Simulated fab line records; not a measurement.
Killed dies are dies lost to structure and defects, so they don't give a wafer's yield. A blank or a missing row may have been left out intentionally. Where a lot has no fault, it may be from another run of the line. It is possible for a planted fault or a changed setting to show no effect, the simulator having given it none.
fab line records    flow rit-cmos    part 2 of 2: steps 35 to 47 of 47
[record] lots = 5  wafers = 15  last-day = 8
route steps=202 shown NLDD@112 PLDD@114 SPACER@125 NSD@131 PSD@142 SDANNEAL@153
lots that met no fault: from a run of the same line without faults
start-h: hours from the record's opening day to when the first of the lot's shown wafers began    wait-h: hours elapsed since this lot's preceding step    " identical to the entry in the row above    L1.1+2: a row that stands for several wafers    - no value, or no start was given    * or withheld: withheld    < > ~ a bound
route shown NAME@n: a module of which the file shows steps, and the number in the route of the first    usual: mean and standard deviation over wafers with no fault    same: alike in all rows    chamber/n: place in a boat    sites: each site's reading    _std_site: the values' standard deviation    _edge_site: outer sites' mean less inner sites'    radius-mm: for every site, how far away it sits from the centre of the wafer    mask NAME#n: copy n    behind: the last tool/chamber to shape the wafer    hold: the reason the lot was held/the length of the hold in hours/how it ended    device: which transistor (n, p or np) failed to switch    end of line: at the end of the route, the tests of the same wafers    step lacking rows: just its recipe    killed: not the wafer's yield, but the dies lost to structure and defects at the first sort    map: a wafer's dies, x killed, . not, _ none there
set.NAME: setting as actually run; set.NAME@STEP: the setting as run at that earlier step    model.NAME: the simulator's own value behind a step, which no gauge read
lots at some steps of the route; a table a step, a row a wafer
services: a tool's chamber out of use, with start hour (start-h, from the record's first day; less than 0 if before it), hours out, and reason
[[steps]]
[step RIT_PSD_PEB_04]
[recipe] resist = NOVOLAK  temp-c = withheld  time-s = withheld
lot.wafer   tool            chamber  start-h  wait-h
L078.2+3+6  litho-track-04  0        69.23    0.1
L083.1+2+6  litho-track-01  0        93.59    0.1
L092.1+2+5  litho-track-02  0        146.06   0.1
L094.1+5+6  litho-track-04  0        170.08   0.1
L095.2+4+5  litho-track-02  0        180.47   0.5
[step RIT_PSD_DEVELOP_05]
[recipe] resist = NOVOLAK  develop-time-s = 48.93  dev-temp-c = 23
lot.wafer   tool            chamber  start-h  wait-h
L078.2+3+6  litho-track-04  0        -        -
L083.1+2+6  litho-track-01  0        -        -
L092.1+2+5  litho-track-02  0        -        -
L094.1+5+6  litho-track-04  0        -        -
L095.2+4+5  litho-track-02  0        -        -
[step RIT_PSD_OVL_MEAS_06]
[usual] PSD_OVL = 0.7/1.4
lot.wafer  tool        chamber  start-h  wait-h  PSD_OVL[nm]
L078.2     overlay-02  -        69.49    -       0.9
L078.3     "           -        "        "       0.0
L078.6     "           -        "        "       -3.7
L083.1     overlay-02  -        93.87    -       2.3
L083.2     "           -        "        "       1.9
L083.6     "           -        "        "       -0.3
L092.1     overlay-02  -        146.34   -       2.3
L092.2     "           -        "        "       0.3
L092.5     "           -        "        "       1.1
L094.1     overlay-02  -        170.36   -       2.5
L094.5     "           -        "        "       2.6
L094.6     "           -        "        "       1.0
L095.2     overlay-02  -        180.73   -       -0.5
L095.4     "           -        "        "       -1.8
L095.5     "           -        "        "       -1.4
[step RIT_PSD_HARDBAKE_07]
[recipe] resist = NOVOLAK  temp-c = 140  time-s = 60
lot.wafer   tool            chamber  start-h  wait-h
L078.2+3+6  litho-track-02  0        69.55    0.0
L083.1+2+6  litho-track-01  0        93.91    0.0
L092.1+2+5  litho-track-01  0        146.38   0.0
L094.1+5+6  litho-track-02  0        170.41   0.0
L095.2+4+5  litho-track-02  0        181.00   0.3
[step RIT_PSD_IMPLANT_08]
[recipe] species = BF2  energy-kev = 27  dose-cm2 = 5e+15  tilt-deg = 7
lot.wafer   tool          chamber  start-h  wait-h
L078.2+3+6  implanter-01  0        69.70    0.1
L083.1+2+6  implanter-04  0        94.06    0.1
L092.1+2+5  implanter-02  0        146.53   0.1
L094.1+5+6  implanter-02  0        170.56   0.1
L095.2+4+5  implanter-01  0        181.15   0.1
[step RIT_PSD_STRIP_09]
[recipe] chemistry = O2  time-s = 180  resist = NOVOLAK  platen-temp-c = withheld  power-w = 500  pressure-mtorr = 4000  o2-flow-sccm = 4000
[usual] drypump-motor-current-A = 5.6/0.38
lot.wafer  tool             chamber  start-h  wait-h  drypump-motor-current-A  rf-hours-counter-h
L078.2     plasma-asher-03  1        69.82    0.1     6.1                      41
L078.3     "                0        "        "       6.2                      -
L078.6     "                0        "        "       6.2                      -
L083.1     plasma-asher-01  1        94.21    0.1     5.3                      44
L083.2     "                0        "        "       5.7                      44
L083.6     "                0        "        "       5.7                      -
L092.1     plasma-asher-04  1        146.68   0.1     5.4                      37
L092.2     "                0        "        "       5.2                      37
L092.5     "                0        "        "       5.2                      -
L094.1     plasma-asher-04  0        170.71   0.1     5.2                      39
L094.5     "                0        "        "       5.2                      -
L094.6     "                1        "        "       5.4                      -
L095.2     plasma-asher-03  1        181.27   0.1     6.1                      51
L095.4     "                1        "        "       6.1                      -
L095.5     "                0        "        "       6.2                      -
[step RIT_PSD_TW_MEAS_10]
[usual] PSD_TW = 3445/18
lot.wafer  tool           chamber  start-h  wait-h  PSD_TW
L078.2     film-metro-04  -        70.01    0.1     3466
L078.3     "              -        "        "       3450
L078.6     "              -        "        "       3469
L083.1     film-metro-01  -        94.38    0.1     3409
L083.2     "              -        "        "       3400
L083.6     "              -        "        "       3417
L092.1     film-metro-04  -        146.85   0.1     3420
L092.2     "              -        "        "       3441
L092.5     "              -        "        "       3456
L094.1     film-metro-01  -        170.89   0.1     3411
L094.5     "              -        "        "       3431
L094.6     "              -        "        "       3438
L095.2     film-metro-04  -        181.46   0.1     3455
L095.4     "              -        "        "       3462
L095.5     "              -        "        "       3458
[step RIT_SDANNEAL_CLEAN_00]
[recipe] chemistry = SC1  mix = 3:3:50  time-s = 600  temp-c = 75
[usual] temp-c = 74.99/0.13
lot.wafer  tool          chamber  start-h  wait-h  temp-c
L078.2     wet-bench-04  2        70.06    0.0     74.96
L078.3     "             2        "        "       74.91
L078.6     "             2        "        "       74.90
L083.1     wet-bench-02  1        94.44    0.1     75.00
L083.2     "             1        "        "       74.92
L083.6     "             1        "        "       74.82
L092.1     wet-bench-03  0        146.91   0.1     74.98
L092.2     "             0        "        "       75.01
L092.5     "             0        "        "       74.99
L094.1     wet-bench-03  3        170.95   0.1     74.74
L094.5     "             3        "        "       74.81
L094.6     "             3        "        "       74.90
L095.2     wet-bench-02  3        181.51   0.0     75.10
L095.4     "             3        "        "       74.82
L095.5     "             3        "        "       75.01
[step RIT_SDANNEAL_CLEAN_01]
[recipe] chemistry = dHF  dilution = 50:1  time-s = 30
lot.wafer   tool          chamber  start-h  wait-h
L078.2+3+6  wet-bench-02  2        70.25    0.0
L083.1+2+6  wet-bench-03  1        94.62    0.0
L092.1+2+5  wet-bench-04  0        147.09   0.0
L094.1+5+6  wet-bench-02  2        171.12   0.0
L095.2+4+5  wet-bench-03  1        181.68   0.0
[step RIT_SDANNEAL_CLEAN_02]
[recipe] chemistry = SC2  mix = 3:3:50  time-s = 600  temp-c = 75  dry = n2-spin
[usual] temp-c = 75.02/0.13
lot.wafer  tool          chamber  start-h  wait-h  temp-c
L078.2     wet-bench-04  2        70.26    0.0     75.10
L078.3     "             2        "        "       75.27
L078.6     "             2        "        "       75.09
L083.1     wet-bench-03  0        94.63    0.0     74.90
L083.2     "             0        "        "       74.98
L083.6     "             0        "        "       74.87
L092.1     wet-bench-02  1        147.11   0.0     74.90
L092.2     "             1        "        "       74.85
L092.5     "             1        "        "       75.01
L094.1     wet-bench-04  2        171.14   0.0     74.94
L094.5     "             2        "        "       74.82
L094.6     "             2        "        "       75.07
L095.2     wet-bench-02  1        181.70   0.0     74.95
L095.4     "             1        "        "       75.10
L095.5     "             1        "        "       74.99
[step RIT_SDANNEAL_RTA_03]
[recipe] temp-c = 1050  time-s = 5  idle-temp-c = 600  ramp-up-c-per-s = 342  ramp-down-c-per-s = 171  cool-to-c = 600  ambient = N2
[usual] wafer_temp_C_max = 1053.6/1.2
lot.wafer  tool           chamber  start-h  wait-h  wafer_temp_C_max
L078.2     rtp-anneal-01  0        70.46    0.0     1053.3
L078.3     "              0        "        "       1053.2
L078.6     "              0        "        "       1053.0
L083.1     rtp-anneal-02  0        94.81    0.0     1053.9
L083.2     "              0        "        "       1054.5
L083.6     "              0        "        "       1054.8
L092.1     rtp-anneal-01  0        147.28   0.0     1052.1
L092.2     "              0        "        "       1050.9
L092.5     "              0        "        "       1053.6
L094.1     rtp-anneal-01  0        171.32   0.0     1051.7
L094.5     "              0        "        "       1055.4
L094.6     "              0        "        "       1053.9
L095.2     rtp-anneal-02  0        181.89   0.0     1052.5
L095.4     "              0        "        "       1052.9
L095.5     "              0        "        "       1054.4
[step RIT_SDANNEAL_RS_MEAS_04]
[recipe] thk-meas-gauge = four-point-probe
[usual] PSD_RS = 115.8/0.3
lot.wafer  tool           chamber  start-h  wait-h  PSD_RS[ohm/sq]
L078.2     film-metro-04  -        70.53    0.1     115.6
L078.3     "              -        "        "       115.8
L078.6     "              -        "        "       115.6
L083.1     film-metro-04  -        94.87    0.0     115.9
L083.2     "              -        "        "       116.1
L083.6     "              -        "        "       116.1
L092.1     film-metro-01  -        147.34   0.0     115.0
L092.2     "              -        "        "       115.6
L092.5     "              -        "        "       115.4
L094.1     film-metro-01  -        171.37   0.0     115.8
L094.5     "              -        "        "       116.4
L094.6     "              -        "        "       116.2
L095.2     film-metro-04  -        181.95   0.1     115.7
L095.4     "              -        "        "       115.7
L095.5     "              -        "        "       115.5
[step RIT_SDANNEAL_RS_MEAS_05]
[recipe] thk-meas-gauge = four-point-probe
[usual] NSD_RS = 84.55/0.27
lot.wafer  tool           chamber  start-h  wait-h  NSD_RS[ohm/sq]
L078.2     film-metro-04  -        70.65    0.1     84.38
L078.3     "              -        "        "       84.19
L078.6     "              -        "        "       84.36
L083.1     film-metro-04  -        94.99    0.1     84.21
L083.2     "              -        "        "       84.47
L083.6     "              -        "        "       84.43
L092.1     film-metro-01  -        147.46   0.1     84.46
L092.2     "              -        "        "       84.11
L092.5     "              -        "        "       84.37
L094.1     film-metro-01  -        171.49   0.1     84.37
L094.5     "              -        "        "       84.36
L094.6     "              -        "        "       84.35
L095.2     film-metro-04  -        182.07   0.1     84.92
L095.4     "              -        "        "       84.85
L095.5     "              -        "        "       85.04
[[services]]
tool              chamber  start-h  hours  kind
plasma-asher-03   -        41.29    28.1   pm
implanter-03      -        50.78    3.0    pm
implanter-03      -        56.03    3.3    repair
plasma-asher-02   -        57.74    2.3    repair
implanter-03      -        65.24    1.3    repair
rie-diel-04       -        65.71    0.7    repair
iline-stepper-02  -        66.17    2.1    pm
iline-stepper-02  -        68.25    -      consumable-replace:lamp
rie-diel-04       3        73.20    16.0   repair
rie-diel-04       0        78.92    4.7    repair
wet-bench-04      -        81.17    38.2   pm
rie-diel-03       0        82.53    1.4    repair
iline-stepper-01  -        83.48    1.7    pm
rie-diel-04       2        86.52    12.9   repair
iline-stepper-02  -        99.51    1.7    pm
plasma-asher-03   -        102.36   0.6    repair
wet-bench-03      -        108.23   1.9    pm
plasma-asher-02   -        108.75   9.0    pm
plasma-asher-02   0        108.75   9.0    vent-cycle
implanter-04      -        124.59   4.6    pm
implanter-02      -        135.65   5.0    pm
rie-diel-01       2        135.91   7.5    repair
plasma-asher-04   -        142.29   2.6    repair
lpcvd-02          -        174.60   0.5    repair
